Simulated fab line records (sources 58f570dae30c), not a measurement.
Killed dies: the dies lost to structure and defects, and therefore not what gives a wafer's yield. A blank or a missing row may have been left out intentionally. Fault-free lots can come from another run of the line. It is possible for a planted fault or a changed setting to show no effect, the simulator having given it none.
Chamber matching -- flow berkeley cmos170 -- UCB170_GATE_ETCH_15 on rie si-01 has 4 sister chambers
The step etches poly-Si in HBr/Cl2, stops on SiO2, time 56.3 s, target depth 278.2 nm. 8 wafers are shown with their chamber, then 6 later ones without.

== WAFERS WITH THEIR CHAMBER ==
wafer,chamber,throttle valve pct (%),oes product au (a.u.)
L165.4,2,26.36,0.847
L171.1,2,26.37,0.835
L171.4,0,26.42,0.805
L169.2,1,26.36,0.818
L169.5,3,26.86,0.831
L169.6,0,26.41,0.815
L173.1,3,26.84,0.827
L173.4,1,26.34,0.836

== WAFERS WITH NO CHAMBER GIVEN ==
wafer,throttle valve pct (%),oes product au (a.u.)
L173.6,26.37,0.839
L176.1,26.41,0.819
L176.3,26.86,0.847
L176.6,26.37,0.848
L183.2,26.40,0.818
L183.5,26.40,0.817

== CHAMBER TAKEN BY EACH ==
wafer,from the rows above,in truth
L173.6,can't be placed: 2 or 1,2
L176.1,0,0
L176.3,3,3
L176.6,2,2
L183.2,0,0
L183.5,0,0
Correct placement for 5 of the 6. Not placeable from these rows: 1 (in 1, the candidates include the true chamber). Placed wrongly: 0.
How it was worked out, from the rows above alone: a wafer's distance from a chamber is the root of the sum, over the readings, of the square of ((its reading less the chamber's mean) divided by the reading's scatter). If the next closest chamber is less than 2 further off than the closest, the wafer can't be placed; otherwise it belongs to the closest. The mean given for a chamber averages the wafers shown for that chamber. How the scatter is found: for the shown wafers, subtract from each reading the mean of its chamber, square and add these, divide the total by (wafers less chambers), then take the root.
